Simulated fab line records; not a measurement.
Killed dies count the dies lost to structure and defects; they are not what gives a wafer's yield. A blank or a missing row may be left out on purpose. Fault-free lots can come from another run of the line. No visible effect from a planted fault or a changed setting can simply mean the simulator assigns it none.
fab line records | flow berkeley_cmos170 | part 1 of 2: steps 1 to 31 of 43
record lots=5 | wafers=15 | last_day=13
route steps=331 shown WELLDRIVE@56 ACTIVE@60 PFIELD@79 FIELD@89 SACOX@97
lots that met no fault: from a run of the same line without faults
start_h: start of the lot's first displayed wafer, in hours after the record's first day | wait_h: hours since the lot's step before | " identical to the entry in the row above | L1.1+2: several wafers, shown together as one row | - value missing, or start not given | * or withheld: withheld | < > ~ a bound
route shown NAME@n: names a module that has steps shown in the file, with the first one's number in the route | usual: mean and standard deviation over wafers with no fault | same: alike in all rows | chamber/n: place in a boat | sites: the reading at each site | _std_site: how widely they spread, as a standard deviation | _edge_site: mean of outer sites minus mean of inner sites | radius_mm: for every site, how far away it sits from the centre of the wafer | mask NAME#n: copy n | behind: the tool/chamber that last shaped the wafer | hold: cause of the lot's hold/its duration in hours/its outcome | device: whichever transistor did not switch (one of n, p or np) | end of line: tests run on the same wafers once the route is complete | a step with no rows: only its recipe | killed: at the first sort, the dies lost to defects and structure; wafer yield is something else | map: dies across one wafer; x = killed, . = not, _ = none there
set.NAME: the setting as run; set.NAME@STEP: as run at that earlier step | model.NAME: the simulator's own value behind a step, which no gauge read
a table for each step, a row for each wafer; lots at some steps of the route
services: when a tool's chamber went out of use (start_h, in hours from the record's first day, below 0 if earlier), for how many hours, and the reason
## steps
# step UCB170_WELLDRIVE_OXIDATION_01
# recipe temp_c=1100 | ambient=O2 | target_thk_a=1990 | ox_time_s=9000
# usual tube_center_temp_C_max=1102.8/0.47
lot.wafer | tool       | chamber | start_h | wait_h | tube_center_temp_C_max
L079.1    | furnace-02 | 0       | 95.74   | 1.6    | 1103.4
L079.2    | "          | 0       | "       | "      | 1103.4
L079.5    | "          | 0       | "       | "      | 1102.1
L082.1    | furnace-04 | 0       | 106.85  | 3.4    | 1102.6
L082.5    | "          | 0       | "       | "      | 1102.8
L082.6    | "          | 0       | "       | "      | 1102.5
L092.1    | furnace-04 | 0       | 161.01  | 3.6    | 1102.5
L092.4    | "          | 0       | "       | "      | 1102.9
L092.5    | "          | 0       | "       | "      | 1102.5
L094.2    | furnace-04 | 0       | 161.01  | 3.6    | 1102.9
L094.3    | "          | 0       | "       | "      | 1102.6
L094.5    | "          | 0       | "       | "      | 1102.5
L097.3    | furnace-04 | 0       | 186.38  | 2.8    | 1103.3
L097.4    | "          | 0       | "       | "      | 1102.7
L097.5    | "          | 0       | "       | "      | 1102.9
# step UCB170_WELLDRIVE_THK_MEAS_02
# recipe reads=SiO2_of_WELLDRIVE_OXIDATION_01
# usual WELLDRIVE_OXIDE_THK=200/3.3
lot.wafer | tool          | chamber | start_h | wait_h | WELLDRIVE_OXIDE_THK[nm]
L079.1    | film_metro-01 | -       | 99.26   | 0.0    | 198
L079.2    | "             | -       | "       | "      | 196
L079.5    | "             | -       | "       | "      | 196
L082.1    | film_metro-04 | -       | 110.35  | 0.0    | 197
L082.5    | "             | -       | "       | "      | 200
L082.6    | "             | -       | "       | "      | 198
L094.2    | film_metro-04 | -       | 164.52  | 0.0    | 202
L094.3    | "             | -       | "       | "      | 201
L094.5    | "             | -       | "       | "      | 205
L092.1    | film_metro-04 | -       | 164.57  | 0.1    | 202
L092.4    | "             | -       | "       | "      | 197
L092.5    | "             | -       | "       | "      | 198
L097.3    | film_metro-01 | -       | 189.90  | 0.0    | 202
L097.4    | "             | -       | "       | "      | 206
L097.5    | "             | -       | "       | "      | 206
# step UCB170_WELLDRIVE_ANNEAL_03
# recipe temp_c=1100 | time_s=900 | ambient=N2
# usual tube_center_temp_C_max=1102.9/0.49
lot.wafer | tool       | chamber | start_h | wait_h | tube_center_temp_C_max
L079.1    | furnace-01 | 0       | 103.17  | 3.9    | 1102.7
L079.2    | "          | 0       | "       | "      | 1102.5
L079.5    | "          | 0       | "       | "      | 1102.9
L082.1    | furnace-04 | 0       | 115.19  | 4.8    | 1102.6
L082.5    | "          | 0       | "       | "      | 1102.4
L082.6    | "          | 0       | "       | "      | 1103.3
L092.1    | furnace-01 | 0       | 169.00  | 4.4    | 1102.3
L092.4    | "          | 0       | "       | "      | 1102.9
L092.5    | "          | 0       | "       | "      | 1102.6
L094.2    | furnace-01 | 0       | 169.00  | 4.5    | 1103.3
L094.3    | "          | 0       | "       | "      | 1102.5
L094.5    | "          | 0       | "       | "      | 1102.7
L097.3    | furnace-04 | 0       | 196.31  | 6.4    | 1103.6
L097.4    | "          | 0       | "       | "      | 1103.3
L097.5    | "          | 0       | "       | "      | 1102.8
# step UCB170_WELLDRIVE_WET_ETCH_04
# recipe chemistry=BOE | dilution=5:1 | target=SiO2 | temp_c=25 | time_s=120
lot.wafer  | tool         | chamber | start_h | wait_h
L079.1+2+5 | wet_bench-01 | 1       | 104.42  | 0.0
L082.1+5+6 | wet_bench-02 | 1       | 116.44  | 0.0
L092.1+4+5 | wet_bench-02 | 3       | 170.37  | 0.1
L094.2+3+5 | wet_bench-02 | 1       | 170.37  | 0.1
L097.3+4+5 | wet_bench-01 | 1       | 199.97  | 2.4
# step UCB170_ACTIVE_CLEAN_00
# recipe chemistry=SPM | temp_c=120 | time_s=600
lot.wafer  | tool         | chamber | start_h | wait_h
L079.1+2+5 | wet_bench-02 | 2       | 104.51  | 0.0
L082.1+5+6 | wet_bench-02 | 1       | 116.49  | 0.0
L092.1+4+5 | wet_bench-02 | 1       | 170.41  | 0.0
L094.2+3+5 | wet_bench-02 | 2       | 170.41  | 0.0
L097.3+4+5 | wet_bench-02 | 0       | 200.03  | 0.0
# step UCB170_ACTIVE_CLEAN_01
# recipe chemistry=dHF | dilution=25:1 | time_s=60
lot.wafer  | tool         | chamber | start_h | wait_h
L079.1+2+5 | wet_bench-02 | 0       | 104.70  | 0.0
L082.1+5+6 | wet_bench-01 | 3       | 116.77  | 0.1
L092.1+4+5 | wet_bench-02 | 3       | 170.76  | 0.2
L094.2+3+5 | wet_bench-02 | 3       | 170.76  | 0.2
L097.3+4+5 | wet_bench-02 | 3       | 200.38  | 0.2
# step UCB170_ACTIVE_OXIDATION_02
# recipe temp_c=1000 | ambient=O2 | target_thk_a=264 | ox_time_s=1260
# usual tube_center_temp_C_max=1002.5/0.43
lot.wafer | tool       | chamber | start_h | wait_h | tube_center_temp_C_max
L079.1    | furnace-01 | 0       | 107.44  | 2.7    | 1002.2
L079.2    | "          | 0       | "       | "      | 1002.7
L079.5    | "          | 0       | "       | "      | 1002.0
L082.1    | furnace-04 | 0       | 119.29  | 2.5    | 1002.2
L082.5    | "          | 0       | "       | "      | 1003.1
L082.6    | "          | 0       | "       | "      | 1002.8
L092.1    | furnace-01 | 0       | 174.60  | 3.8    | 1002.8
L092.4    | "          | 0       | "       | "      | 1003.4
L092.5    | "          | 0       | "       | "      | 1002.4
L094.2    | furnace-01 | 0       | 174.60  | 3.8    | 1003.0
L094.3    | "          | 0       | "       | "      | 1002.7
L094.5    | "          | 0       | "       | "      | 1002.0
L097.3    | furnace-04 | 0       | 203.40  | 3.0    | 1001.9
L097.4    | "          | 0       | "       | "      | 1002.8
L097.5    | "          | 0       | "       | "      | 1002.2
# step UCB170_ACTIVE_THK_MEAS_03
# recipe reads=SiO2_of_ACTIVE_OXIDATION_02
# usual ACTIVE_OXIDE_THK=26.5/0.48
lot.wafer | tool          | chamber | start_h | wait_h | ACTIVE_OXIDE_THK[nm]
L079.1    | film_metro-03 | -       | 108.79  | 0.0    | 27.1
L079.2    | "             | -       | "       | "      | 26.7
L079.5    | "             | -       | "       | "      | 26.8
L082.1    | film_metro-03 | -       | 120.64  | 0.0    | 25.8
L082.5    | "             | -       | "       | "      | 26.0
L082.6    | "             | -       | "       | "      | 26.4
L092.1    | film_metro-02 | -       | 175.95  | 0.0    | 26.5
L092.4    | "             | -       | "       | "      | 27.1
L092.5    | "             | -       | "       | "      | 26.8
L094.2    | film_metro-03 | -       | 175.96  | 0.0    | 26.0
L094.3    | "             | -       | "       | "      | 25.9
L094.5    | "             | -       | "       | "      | 26.3
L097.3    | film_metro-01 | -       | 204.77  | 0.0    | 26.3
L097.4    | "             | -       | "       | "      | 26.0
L097.5    | "             | -       | "       | "      | 26.2
# step UCB170_ACTIVE_ANNEAL_04
# recipe temp_c=1000 | time_s=900 | ambient=N2
# usual tube_center_temp_C_max=1002.5/0.38
lot.wafer | tool       | chamber | start_h | wait_h | tube_center_temp_C_max
L079.1    | furnace-02 | 0       | 110.52  | 1.7    | 1002.8
L079.2    | "          | 0       | "       | "      | 1002.4
L079.5    | "          | 0       | "       | "      | 1002.6
L082.1    | furnace-04 | 0       | 125.06  | 4.4    | 1002.5
L082.5    | "          | 0       | "       | "      | 1002.1
L082.6    | "          | 0       | "       | "      | 1002.5
L092.1    | furnace-01 | 0       | 180.12  | 4.2    | 1002.3
L092.4    | "          | 0       | "       | "      | 1002.0
L092.5    | "          | 0       | "       | "      | 1002.6
L094.2    | furnace-01 | 0       | 180.12  | 4.1    | 1002.9
L094.3    | "          | 0       | "       | "      | 1002.3
L094.5    | "          | 0       | "       | "      | 1002.6
L097.3    | furnace-02 | 0       | 209.64  | 4.9    | 1002.3
L097.4    | "          | 0       | "       | "      | 1002.7
L097.5    | "          | 0       | "       | "      | 1002.4
# step UCB170_ACTIVE_CVD_05
# recipe material=Si3N4 | target_thk_nm=220 | temp_c=800 | precursor=SiH2Cl2/NH3 | time_s=3300 | pressure_mtorr=200 | sih2cl2_flow_sccm=25 | nh3_flow_sccm=75
lot.wafer  | tool     | chamber | start_h | wait_h
L079.1+2+5 | lpcvd-01 | 0       | 111.77  | 0.0
L082.1+5+6 | lpcvd-02 | 0       | 126.31  | 0.0
L092.1+4+5 | lpcvd-02 | 0       | 182.05  | 0.7
L094.2+3+5 | lpcvd-02 | 1       | 182.05  | 0.7
L097.3+4+5 | lpcvd-01 | 0       | 210.89  | 0.0
# step UCB170_ACTIVE_THK_MEAS_06
# recipe reads=Si3N4_of_ACTIVE_CVD_05
# usual ACTIVE_NITRIDE_THK=219.8/2.2
lot.wafer | tool          | chamber | start_h | wait_h | ACTIVE_NITRIDE_THK[nm]
L079.1    | film_metro-01 | -       | 113.75  | 0.1    | 216.4
L079.2    | "             | -       | "       | "      | 218.2
L079.5    | "             | -       | "       | "      | 218.0
L082.1    | film_metro-02 | -       | 128.23  | 0.0    | 218.6
L082.5    | "             | -       | "       | "      | 216.8
L082.6    | "             | -       | "       | "      | 217.6
L092.1    | film_metro-01 | -       | 183.97  | 0.0    | 219.5
L092.4    | "             | -       | "       | "      | 219.5
L092.5    | "             | -       | "       | "      | 221.6
L094.2    | film_metro-03 | -       | 183.98  | 0.0    | 222.1
L094.3    | "             | -       | "       | "      | 224.4
L094.5    | "             | -       | "       | "      | 223.2
L097.3    | film_metro-01 | -       | 212.83  | 0.0    | 216.1
L097.4    | "             | -       | "       | "      | 216.4
L097.5    | "             | -       | "       | "      | 214.9
# step UCB170_ACTIVE_HMDS_07
# recipe prime_time_s=60 | prime_temp_c=100
# same prime_time_s=60
lot.wafer  | tool           | chamber | start_h | wait_h
L079.1+2+5 | litho_track-01 | 0       | 114.59  | 0.8
L082.1+5+6 | litho_track-01 | 0       | 128.73  | 0.5
L092.1+4+5 | litho_track-02 | 0       | 184.03  | 0.1
L094.2+3+5 | litho_track-01 | 0       | 184.50  | 0.5
L097.3+4+5 | litho_track-04 | 0       | 212.92  | 0.1
# step UCB170_ACTIVE_COAT_08
# recipe resist=KrF | spin_rpm=1500 | resist_thk_nm=900
lot.wafer  | tool           | chamber | start_h | wait_h
L079.1+2+5 | litho_track-01 | 0       | 114.74  | 0.1
L082.1+5+6 | litho_track-01 | 0       | 128.88  | 0.1
L092.1+4+5 | litho_track-02 | 0       | 184.18  | 0.1
L094.2+3+5 | litho_track-01 | 0       | 184.65  | 0.1
L097.3+4+5 | litho_track-04 | 0       | 213.07  | 0.1
# step UCB170_ACTIVE_SOFTBAKE_09
# recipe resist=KrF | temp_c=130 | time_s=58.87
lot.wafer  | tool           | chamber | start_h | wait_h
L079.1+2+5 | litho_track-01 | 0       | 114.89  | 0.1
L082.1+5+6 | litho_track-01 | 0       | 129.03  | 0.1
L092.1+4+5 | litho_track-02 | 0       | 184.33  | 0.1
L094.2+3+5 | litho_track-01 | 0       | 184.80  | 0.1
L097.3+4+5 | litho_track-04 | 0       | 213.22  | 0.1
# step UCB170_ACTIVE_EXPOSE_10
# recipe mask_id=ACTIVE | target_cd_nm=1200 | na=0.5 | sigma_outer=0.6 | source_shape=conventional | dose_mj=20
# usual focus_offset_nm=0.1/0.49
lot.wafer | tool           | chamber | start_h | wait_h | mask     | focus_offset_nm
L079.1    | krf_scanner-01 | 0       | -       | -      | ACTIVE#0 | 0.9
L079.2    | "              | 0       | "       | "      | ACTIVE#0 | 0.2
L079.5    | "              | 0       | "       | "      | ACTIVE#0 | 0.4
L082.1    | krf_scanner-01 | 0       | 129.18  | 0.1    | ACTIVE#0 | 0.2
L082.5    | "              | 0       | "       | "      | ACTIVE#0 | -0.1
L082.6    | "              | 0       | "       | "      | ACTIVE#0 | -0.1
L092.1    | krf_scanner-02 | 0       | 184.66  | 0.3    | ACTIVE#0 | 0.4
L092.4    | "              | 0       | "       | "      | ACTIVE#0 | 0.6
L092.5    | "              | 0       | "       | "      | ACTIVE#0 | -0.3
L094.2    | krf_scanner-02 | 0       | 185.16  | 0.3    | ACTIVE#0 | -0.5
L094.3    | "              | 0       | "       | "      | ACTIVE#0 | -0.1
L094.5    | "              | 0       | "       | "      | ACTIVE#0 | 0.3
L097.3    | krf_scanner-02 | 0       | 213.48  | 0.2    | ACTIVE#0 | -0.5
L097.4    | "              | 0       | "       | "      | ACTIVE#0 | -0.1
L097.5    | "              | 0       | "       | "      | ACTIVE#0 | 0.0
# step UCB170_ACTIVE_PEB_11
# recipe peb_temp_c=130 | peb_time_s=withheld | resist=KrF
lot.wafer  | tool           | chamber | start_h | wait_h
L079.1+2+5 | litho_track-02 | 0       | -       | -
L082.1+5+6 | litho_track-04 | 0       | 129.30  | 0.1
L092.1+4+5 | litho_track-02 | 0       | 184.78  | 0.1
L094.2+3+5 | litho_track-04 | 0       | 185.29  | 0.1
L097.3+4+5 | litho_track-02 | 0       | 213.61  | 0.1
# step UCB170_ACTIVE_DEVELOP_12
# recipe developer=TMAH | develop_time_s=45 | resist=KrF | dev_temp_c=21
lot.wafer  | tool           | chamber | start_h | wait_h
L079.1+2+5 | litho_track-02 | 0       | -       | -
L082.1+5+6 | litho_track-04 | 0       | -       | -
L092.1+4+5 | litho_track-02 | 0       | -       | -
L094.2+3+5 | litho_track-04 | 0       | -       | -
L097.3+4+5 | litho_track-02 | 0       | -       | -
# step UCB170_ACTIVE_CD_MEAS_13
# recipe target_cd_nm=1200
# usual cd_nm=1200.1/1.5
lot.wafer | tool      | chamber | start_h | wait_h | cd_nm
L079.1    | cd_sem-02 | -       | 116.81  | -      | 1201.4
L079.2    | "         | -       | "       | "      | 1199.9
L079.5    | "         | -       | "       | "      | 1201.1
L082.1    | cd_sem-01 | -       | 129.57  | -      | 1198.4
L082.5    | "         | -       | "       | "      | 1198.0
L082.6    | "         | -       | "       | "      | 1197.9
L092.1    | cd_sem-01 | -       | 185.06  | -      | 1200.8
L092.4    | "         | -       | "       | "      | 1199.6
L092.5    | "         | -       | "       | "      | 1201.4
L094.2    | cd_sem-01 | -       | 185.80  | -      | 1199.8
L094.3    | "         | -       | "       | "      | 1200.9
L094.5    | "         | -       | "       | "      | 1199.7
L097.3    | cd_sem-02 | -       | 213.87  | -      | 1202.3
L097.4    | "         | -       | "       | "      | 1202.1
L097.5    | "         | -       | "       | "      | 1201.8
# step UCB170_ACTIVE_OVL_MEAS_14
# usual ACTIVE_OVL=1/5.5
lot.wafer | tool       | chamber | start_h | wait_h | ACTIVE_OVL[nm]
L079.1    | overlay-01 | -       | 116.93  | 0.1    | -2
L079.2    | "          | -       | "       | "      | 3
L079.5    | "          | -       | "       | "      | -1
L082.1    | overlay-02 | -       | 129.69  | 0.1    | 0
L082.5    | "          | -       | "       | "      | -2
L082.6    | "          | -       | "       | "      | -1
L092.1    | overlay-02 | -       | 185.18  | 0.1    | 0
L092.4    | "          | -       | "       | "      | 0
L092.5    | "          | -       | "       | "      | 5
L094.2    | overlay-01 | -       | 185.90  | 0.1    | -1
L094.3    | "          | -       | "       | "      | 0
L094.5    | "          | -       | "       | "      | -2
L097.3    | overlay-01 | -       | 213.96  | 0.1    | 10
L097.4    | "          | -       | "       | "      | 15
L097.5    | "          | -       | "       | "      | 9
# step UCB170_ACTIVE_ETCH_15
# recipe chemistry=CH3F/Ar/O2 | target=Si3N4 | stop_on=SiO2 | CH3F_flow_sccm=20 | Ar_flow_sccm=50 | O2_flow_sccm=7 | pressure_mtorr=50 | rf_w=450 | target_depth_a=2420 | over_etch_frac=0.1 | time_s=151
# usual chamber_pressure_mTorr=50.00/0.053 | drypump_motor_current_A=5.8/0.41 | oes_product_au=0.952/0.012 | throttle_valve_pct=8.15/0.13
lot.wafer | tool        | chamber | start_h | wait_h | chamber_pressure_mTorr | drypump_motor_current_A | oes_product_au | rf_hours_counter_h | throttle_valve_pct
L079.1    | rie_diel-03 | 3       | 116.97  | 0.0    | 50.01                  | 6.5                     | 0.944          | 76                 | 8.12
L079.2    | "           | 0       | "       | "      | 49.98                  | 5.7                     | 0.963          | 150                | 8.29
L079.5    | "           | 0       | "       | "      | 49.90                  | 5.7                     | 0.961          | -                  | 8.29
L082.1    | rie_diel-03 | 3       | 129.73  | 0.0    | 49.97                  | 6.5                     | 0.951          | 76                 | 8.14
L082.5    | "           | 3       | "       | "      | 49.96                  | 6.5                     | 0.935          | -                  | 8.12
L082.6    | "           | 2       | "       | "      | 49.92                  | 5.5                     | 0.954          | -                  | 8.30
L092.1    | rie_diel-03 | 3       | 185.21  | 0.0    | 49.98                  | 6.5                     | 0.943          | 78                 | 8.12
L092.4    | "           | 1       | "       | "      | 49.90                  | 5.8                     | 0.956          | -                  | 8.25
L092.5    | "           | 2       | "       | "      | 50.00                  | 5.5                     | 0.967          | -                  | 8.29
L094.2    | rie_diel-03 | 2       | 185.93  | 0.0    | 50.02                  | 5.5                     | 0.966          | 79                 | 8.28
L094.3    | "           | 3       | "       | "      | 49.99                  | 6.5                     | 0.965          | 78                 | 8.12
L094.5    | "           | 3       | "       | "      | 50.02                  | 6.6                     | 0.963          | -                  | 8.13
L097.3    | rie_diel-03 | 2       | 213.99  | 0.0    | 50.01                  | 5.5                     | 0.951          | 80                 | 8.32
L097.4    | "           | 1       | "       | "      | 50.04                  | 5.7                     | 0.958          | 98                 | 8.28
L097.5    | "           | 2       | "       | "      | 49.92                  | 5.5                     | 0.953          | -                  | 8.29
# step UCB170_ACTIVE_STRIP_16
# recipe chemistry=O2 | power_w=400 | pressure_mtorr=3500 | platen_temp_c=withheld | o2_flow_sccm=400 | overash_fraction=0.5
# usual chamber_pressure_mTorr=3500/3.1 | drypump_motor_current_A=5.5/0.51 | oes_product_au=0.721/0.0044 | strip_time_to_endpoint_s=18.09/0.096
lot.wafer | tool            | chamber | start_h | wait_h | chamber_pressure_mTorr | drypump_motor_current_A | oes_product_au | rf_hours_counter_h | strip_time_to_endpoint_s
L079.1    | plasma_asher-03 | 1       | 117.07  | 0.1    | 3501                   | 5.8                     | 0.723          | 33                 | 18.09
L079.2    | "               | 0       | "       | "      | 3500                   | 5.1                     | 0.727          | 33                 | 18.19
L079.5    | "               | 0       | "       | "      | 3496                   | 5.1                     | 0.715          | -                  | 18.17
L082.1    | plasma_asher-04 | 0       | 129.83  | 0.1    | 3497                   | 5.5                     | 0.714          | 2                  | 17.98
L082.5    | "               | 1       | "       | "      | 3500                   | 5.4                     | 0.717          | -                  | 17.90
L082.6    | "               | 0       | "       | "      | 3500                   | 5.5                     | 0.721          | -                  | 18.10
L092.1    | plasma_asher-03 | 1       | 185.31  | 0.1    | 3502                   | 5.9                     | 0.722          | 40                 | 17.99
L092.4    | "               | 1       | "       | "      | 3501                   | 5.9                     | 0.722          | -                  | 18.02
L092.5    | "               | 1       | "       | "      | 3505                   | 5.8                     | 0.725          | -                  | 18.09
L094.2    | plasma_asher-02 | 1       | 186.03  | 0.1    | 3500                   | 4.9                     | 0.726          | 42                 | 18.19
L094.3    | "               | 0       | "       | "      | 3497                   | 6.5                     | 0.724          | -                  | 18.07
L094.5    | "               | 1       | "       | "      | 3499                   | 4.9                     | 0.722          | -                  | 18.06
L097.3    | plasma_asher-04 | 1       | 214.12  | 0.1    | 3498                   | 5.4                     | 0.719          | -                  | 18.15
L097.4    | "               | 0       | "       | "      | 3500                   | 5.4                     | 0.728          | -                  | 18.04
L097.5    | "               | 1       | "       | "      | 3501                   | 5.4                     | 0.716          | -                  | 18.11
# step UCB170_ACTIVE_CD_MEAS_90
# recipe target_cd_nm=1200
# usual cd_nm=1200.1/1.5
lot.wafer | tool      | chamber | start_h | wait_h | cd_nm
L079.1    | cd_sem-02 | -       | 117.17  | 0.1    | 1201.8
L079.2    | "         | -       | "       | "      | 1199.9
L079.5    | "         | -       | "       | "      | 1201.4
L082.1    | cd_sem-01 | -       | 129.93  | 0.1    | 1198.3
L082.5    | "         | -       | "       | "      | 1197.7
L082.6    | "         | -       | "       | "      | 1197.5
L092.1    | cd_sem-01 | -       | 185.66  | 0.3    | 1200.7
L092.4    | "         | -       | "       | "      | 1199.4
L092.5    | "         | -       | "       | "      | 1201.8
L094.2    | cd_sem-01 | -       | 186.16  | 0.1    | 1199.6
L094.3    | "         | -       | "       | "      | 1200.9
L094.5    | "         | -       | "       | "      | 1199.9
L097.3    | cd_sem-02 | -       | 214.35  | 0.2    | 1202.0
L097.4    | "         | -       | "       | "      | 1201.7
L097.5    | "         | -       | "       | "      | 1201.3
# step UCB170_ACTIVE_CLEAN_17
# recipe chemistry=SPM | temp_c=120 | time_s=600
lot.wafer  | tool         | chamber | start_h | wait_h
L079.1+2+5 | wet_bench-03 | 1       | 117.29  | 0.1
L082.1+5+6 | wet_bench-02 | 2       | 130.05  | 0.1
L092.1+4+5 | wet_bench-03 | 3       | 185.78  | 0.1
L094.2+3+5 | wet_bench-03 | 0       | 186.31  | 0.1
L097.3+4+5 | wet_bench-03 | 2       | 216.66  | 2.3
# step UCB170_PFIELD_HMDS_00
# recipe prime_time_s=60 | prime_temp_c=100
# same prime_time_s=60
lot.wafer  | tool           | chamber | start_h | wait_h
L079.1+2+5 | litho_track-02 | 0       | 118.71  | 1.2
L082.1+5+6 | litho_track-03 | 0       | 130.87  | 0.6
L092.1+4+5 | litho_track-03 | 0       | 185.95  | 0.0
L094.2+3+5 | litho_track-04 | 0       | 186.79  | 0.3
L097.3+4+5 | litho_track-03 | 0       | 217.31  | 0.5
# step UCB170_PFIELD_COAT_01
# recipe resist=KrF | spin_rpm=1500 | resist_thk_nm=900
lot.wafer  | tool           | chamber | start_h | wait_h
L079.1+2+5 | litho_track-02 | 0       | 118.86  | 0.1
L082.1+5+6 | litho_track-03 | 0       | 131.02  | 0.1
L092.1+4+5 | litho_track-03 | 0       | 186.10  | 0.1
L094.2+3+5 | litho_track-04 | 0       | 186.94  | 0.1
L097.3+4+5 | litho_track-03 | 0       | 217.46  | 0.1
# step UCB170_PFIELD_SOFTBAKE_02
# recipe resist=KrF | temp_c=130 | time_s=60
lot.wafer  | tool           | chamber | start_h | wait_h
L079.1+2+5 | litho_track-02 | 0       | 119.01  | 0.1
L082.1+5+6 | litho_track-03 | 0       | 131.17  | 0.1
L092.1+4+5 | litho_track-03 | 0       | 186.25  | 0.1
L094.2+3+5 | litho_track-04 | 0       | 187.09  | 0.1
L097.3+4+5 | litho_track-03 | 0       | 217.61  | 0.1
# step UCB170_PFIELD_EXPOSE_03
# recipe mask_id=PFIELD | na=0.5 | sigma_outer=0.6 | source_shape=conventional | target_cd_nm=1500 | dose_mj=30
# usual focus_offset_nm=0.0/0.49
lot.wafer | tool           | chamber | start_h | wait_h | mask     | focus_offset_nm
L079.1    | krf_scanner-01 | 0       | 119.32  | 0.3    | PFIELD#0 | 1.1
L079.2    | "              | 0       | "       | "      | PFIELD#0 | -0.1
L079.5    | "              | 0       | "       | "      | PFIELD#0 | 0.5
L082.1    | krf_scanner-01 | 0       | 131.32  | 0.1    | PFIELD#0 | -0.4
L082.5    | "              | 0       | "       | "      | PFIELD#0 | 0.1
L082.6    | "              | 0       | "       | "      | PFIELD#0 | -0.4
L092.1    | krf_scanner-01 | 0       | 186.40  | 0.1    | PFIELD#0 | 0.7
L092.4    | "              | 0       | "       | "      | PFIELD#0 | 0.2
L092.5    | "              | 0       | "       | "      | PFIELD#0 | 0.7
L094.2    | krf_scanner-02 | 0       | 187.23  | 0.1    | PFIELD#0 | 0.2
L094.3    | "              | 0       | "       | "      | PFIELD#0 | -0.5
L094.5    | "              | 0       | "       | "      | PFIELD#0 | -0.3
L097.3    | krf_scanner-02 | 0       | 217.88  | 0.2    | PFIELD#0 | 0.0
L097.4    | "              | 0       | "       | "      | PFIELD#0 | -0.1
L097.5    | "              | 0       | "       | "      | PFIELD#0 | 0.0
# step UCB170_PFIELD_PEB_04
# recipe peb_temp_c=130 | peb_time_s=withheld | resist=KrF
lot.wafer  | tool           | chamber | start_h | wait_h
L079.1+2+5 | litho_track-02 | 0       | 119.88  | 0.5
L082.1+5+6 | litho_track-04 | 0       | 131.75  | 0.4
L092.1+4+5 | litho_track-02 | 0       | 186.79  | 0.4
L094.2+3+5 | litho_track-02 | 0       | 187.36  | 0.1
L097.3+4+5 | litho_track-04 | 0       | 218.08  | 0.2
# step UCB170_PFIELD_DEVELOP_05
# recipe developer=TMAH | develop_time_s=45 | resist=KrF | dev_temp_c=21
lot.wafer  | tool           | chamber | start_h | wait_h
L079.1+2+5 | litho_track-02 | 0       | -       | -
L082.1+5+6 | litho_track-04 | 0       | -       | -
L092.1+4+5 | litho_track-02 | 0       | -       | -
L094.2+3+5 | litho_track-02 | 0       | -       | -
L097.3+4+5 | litho_track-04 | 0       | -       | -
# step UCB170_PFIELD_OVL_MEAS_06
# usual PFIELD_OVL=-1/5.4
lot.wafer | tool       | chamber | start_h | wait_h | PFIELD_OVL[nm]
L079.1    | overlay-02 | -       | 120.16  | -      | -5
L079.2    | "          | -       | "       | "      | 2
L079.5    | "          | -       | "       | "      | -5
L082.1    | overlay-02 | -       | 132.02  | -      | 4
L082.5    | "          | -       | "       | "      | 2
L082.6    | "          | -       | "       | "      | -8
L092.1    | overlay-02 | -       | 187.06  | -      | -2
L092.4    | "          | -       | "       | "      | -12
L092.5    | "          | -       | "       | "      | -5
L094.2    | overlay-01 | -       | 187.62  | -      | -5
L094.3    | "          | -       | "       | "      | 1
L094.5    | "          | -       | "       | "      | -1
L097.3    | overlay-02 | -       | 218.32  | -      | -4
L097.4    | "          | -       | "       | "      | 2
L097.5    | "          | -       | "       | "      | 0
# step UCB170_PFIELD_IMPLANT_07
# recipe species=B | dose_cm2=2e+13 | energy_kev=80 | tilt_deg=7
lot.wafer  | tool         | chamber | start_h | wait_h
L079.1+2+5 | implanter-04 | 0       | 120.22  | 0.1
L082.1+5+6 | implanter-03 | 0       | 132.06  | 0.0
L092.1+4+5 | implanter-04 | 0       | 187.10  | 0.0
L094.2+3+5 | implanter-03 | 0       | 187.67  | 0.0
L097.3+4+5 | implanter-04 | 0       | 218.39  | 0.1
